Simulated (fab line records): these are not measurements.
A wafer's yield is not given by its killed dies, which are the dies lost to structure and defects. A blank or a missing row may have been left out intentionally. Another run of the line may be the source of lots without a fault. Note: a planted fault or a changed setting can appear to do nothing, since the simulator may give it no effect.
Commonality check across tools -- flow berkeley cmos170 -- 14 lots and 42 wafers in the sample

REASON IT WAS OPENED
UCB170_PSD_TW_MEAS_10, reading PSD_TW: flagged on 2 of 14 lots. Wafers without a fault read 2319, standard deviation 14.
Rule: a lot gets a flag if all its wafers with a number sit over 4 standard deviations from that mean, or if no wafer of it has a number. All remaining lots are regarded as sound.

lot,measured,on,"PSD_TW, wafer by wafer",flag
L134,day 8 00:26,film metro-02,2338 2333 2334,
L137,day 8 07:44,film metro-01,2313 2295 2300,
L136,day 8 08:10,film metro-04,2348 2324 2340,
L139,day 8 21:10,film metro-01,2300 2306 2307,
L140,day 9 18:04,film metro-04,2329 2327 2332,
L142,day 9 18:14,film metro-01,2300 2301 2299,
L145,day 10 10:17,film metro-01,2325 2324 2333,
L144,day 10 10:30,film metro-01,2396 2405 2384,FLAGGED
L146,day 10 10:58,film metro-02,2324 2326 2325,
L148,day 10 15:52,film metro-04,2309 2310 2305,
L147,day 10 16:09,film metro-01,2397 2398 2392,FLAGGED
L152,day 11 14:41,film metro-04,2331 2331 2336,
L154,day 12 06:12,film metro-04,2342 2334 2331,
L155,day 12 06:33,film metro-02,2317 2311 2317,
Average over the flagged lots: 2395; offset from the usual +76, equal to +5 standard deviations.

EACH LOT AND THE TOOL IT RAN ON
The record holds 2 process steps before the reading, out of a route of 331 steps. Cell contents, in order: the tool; ch with the chambers the sampled wafers went through; the start.
lot,flag,UCB170_PSD_IMPLANT_08,UCB170_PSD_STRIP_09
L134,,"implanter-03 ch 0, day 8 00:12","plasma asher-03 ch 0,1, day 8 00:19"
L137,,"implanter-01 ch 0, day 8 07:31","plasma asher-03 ch 0,1, day 8 07:39"
L136,,"implanter-03 ch 0, day 8 07:55","plasma asher-01 ch 0,1, day 8 08:04"
L139,,"implanter-03 ch 0, day 8 20:55","plasma asher-02 ch 0,1, day 8 21:04"
L140,,"implanter-03 ch 0, day 9 17:48","plasma asher-02 ch 0,1, day 9 17:57"
L142,,"implanter-01 ch 0, day 9 18:00","plasma asher-01 ch 0,1, day 9 18:07"
L145,,"implanter-01 ch 0, day 10 10:03","plasma asher-03 ch 0,1, day 10 10:10"
L144,FLAGGED,"implanter-03 ch 0, day 10 10:17","plasma asher-02 ch 0,1, day 10 10:25"
L146,,"implanter-04 ch 0, day 10 10:44","plasma asher-03 ch 0,1, day 10 10:52"
L148,,"implanter-01 ch 0, day 10 15:37","plasma asher-02 ch 0,1, day 10 15:45"
L147,FLAGGED,"implanter-03 ch 0, day 10 15:55","plasma asher-01 ch 0,1, day 10 16:02"
L152,,"implanter-01 ch 0, day 11 14:26","plasma asher-03 ch 0,1, day 11 14:34"
L154,,"implanter-01 ch 0, day 12 05:58","plasma asher-02 ch 0,1, day 12 06:05"
L155,,"implanter-04 ch 0, day 12 06:18","plasma asher-02 ch 0,1, day 12 06:27"
What the steps here do:
- UCB170_PSD_IMPLANT_08
- UCB170_PSD_STRIP_09: strips in O2.
- UCB170_PSD_TW_MEAS_10

FLAGGED OVER TOTAL, TOOL BY TOOL (the gauges that took the reading come last)
step,tool,lots run,flagged,share of the flagged lots,sound lots run after its first flagged lot
UCB170_PSD_IMPLANT_08,implanter-01,6,0,none,-
UCB170_PSD_IMPLANT_08,implanter-03,6,2,all,0
UCB170_PSD_IMPLANT_08,implanter-04,2,0,none,-
UCB170_PSD_STRIP_09,plasma asher-01,3,1,some,0
UCB170_PSD_STRIP_09,plasma asher-02,6,1,some,"3 (L148,L154,L155)"
UCB170_PSD_STRIP_09,plasma asher-03,5,0,none,-
UCB170_PSD_TW_MEAS_10,film metro-01,6,2,all,0
UCB170_PSD_TW_MEAS_10,film metro-02,3,0,none,-
UCB170_PSD_TW_MEAS_10,film metro-04,5,0,none,-

WHAT THE TABLE ALLOWS
Rows of the table that ran all the flagged lots, 2 in number: implanter-03 at UCB170_PSD_IMPLANT_08; film metro-01 at UCB170_PSD_TW_MEAS_10.
- implanter-03 at UCB170_PSD_IMPLANT_08 ran 6 lots, 2 of them flagged. Last sound lot L140 at day 9 17:48, first flagged lot L144 at day 10 10:17; a fault beginning in between fits. Its own readings (dose ions cm2, faraday current uA) fall more than 4 standard deviations out on all wafers of the flagged lots.
- film metro-01 at UCB170_PSD_TW_MEAS_10 ran 6 lots, 2 of them flagged. Last sound lot L145 at day 10 10:17, first flagged lot L144 at day 10 10:30; a fault beginning in between fits.
Because each of these 2 tools fits a fault that began at some hour, counting lots does not separate them. More lots, or a look at what each step does to the wafer, might.

WHAT THE SIMULATOR HAD PUT IN
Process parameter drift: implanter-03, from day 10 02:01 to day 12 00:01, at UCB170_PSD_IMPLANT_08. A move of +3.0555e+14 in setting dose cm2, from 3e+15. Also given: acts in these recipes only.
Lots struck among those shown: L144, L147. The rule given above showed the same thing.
